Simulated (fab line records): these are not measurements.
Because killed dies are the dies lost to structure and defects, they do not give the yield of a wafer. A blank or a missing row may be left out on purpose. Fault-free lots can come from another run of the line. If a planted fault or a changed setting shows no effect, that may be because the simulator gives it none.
The same fault as seen by 2 desks || flow berkeley-cmos170 || every desk sees just its own numbers, and what lay behind them comes last

TOOL OWNER'S DESK, rie-metal-01
The tool's own readings at UCB170_M3_METAL_ETCH_18 (etches Al in Cl2/BCl3, stops on SiO2, target depth 1170 nm, time 195 s): means of the sampled wafers that have a number, for each lot that ran on this tool. Marked OUT: a lot whose mean sits more than 4 standard deviations from the usual mean, which makes it out of limits; the brackets give that distance.
Columns: A = bias-w at UCB170_M3_METAL_ETCH_18, usual 120.0 W; B = drypump-motor-current-A at UCB170_M3_METAL_ETCH_18, usual 5.7 A; C = oes-product-au at UCB170_M3_METAL_ETCH_18, usual 0.852 a.u.; D = rf-fwd-power-W at UCB170_M3_METAL_ETCH_18, usual 597.6 W; E = throttle-valve-pct at UCB170_M3_METAL_ETCH_18, usual 24.47 %
{"lot": "L637", "first seen here": "day 10 00:14", "A": 120.1, "B": 6.0, "C": 0.850, "D": 597.7, "E": 24.48}
{"lot": "L647", "first seen here": "day 11 10:34", "A": 120.5, "B": 6.0, "C": 0.853, "D": 596.3, "E": 24.67}
{"lot": "L649", "first seen here": "day 12 12:08", "A": 120.1, "B": 6.0, "C": 0.845, "D": 597.4, "E": 24.67}
This desk found nothing out of limits on any of the 3 lots.

METROLOGY DESK
Means of the sampled wafers that have a number, per lot and without regard to the tool the lot ran on: this is what the gauges read. Marked OUT: a lot whose mean sits more than 4 standard deviations from the usual mean, which makes it out of limits; the brackets give that distance.
Columns: A = cd-nm at UCB170_M3_CD_MEAS_90, usual 699.4 nm
{"lot": "L635", "first seen here": "day 8 08:16", "A": 701.9}
{"lot": "L636", "first seen here": "day 8 20:07", "A": 695.8}
{"lot": "L637", "first seen here": "day 10 00:32", "A": 699.1}
{"lot": "L639", "first seen here": "day 10 00:37", "A": 701.7}
{"lot": "L638", "first seen here": "day 10 03:40", "A": 699.8}
{"lot": "L641", "first seen here": "day 10 09:50", "A": 697.9}
{"lot": "L648", "first seen here": "day 11 10:05", "A": 696.7}
{"lot": "L647", "first seen here": "day 11 10:50", "A": 693.7}
{"lot": "L650", "first seen here": "day 12 11:50", "A": 698.2}
{"lot": "L649", "first seen here": "day 12 12:26", "A": 691.5}
{"lot": "L653", "first seen here": "day 12 17:59", "A": 700.3}
{"lot": "L652", "first seen here": "day 12 18:22", "A": 698.6}
{"lot": "L654", "first seen here": "day 13 07:03", "A": 698.6}
{"lot": "L657", "first seen here": "day 13 22:40", "A": 697.9}
This desk found nothing out of limits on any of the 14 lots.

ALL TOGETHER
Nothing out of limits was seen by the tool owner's desk.
Nothing out of limits was seen by the metrology desk.

WHAT THE SIMULATOR HAD PUT IN
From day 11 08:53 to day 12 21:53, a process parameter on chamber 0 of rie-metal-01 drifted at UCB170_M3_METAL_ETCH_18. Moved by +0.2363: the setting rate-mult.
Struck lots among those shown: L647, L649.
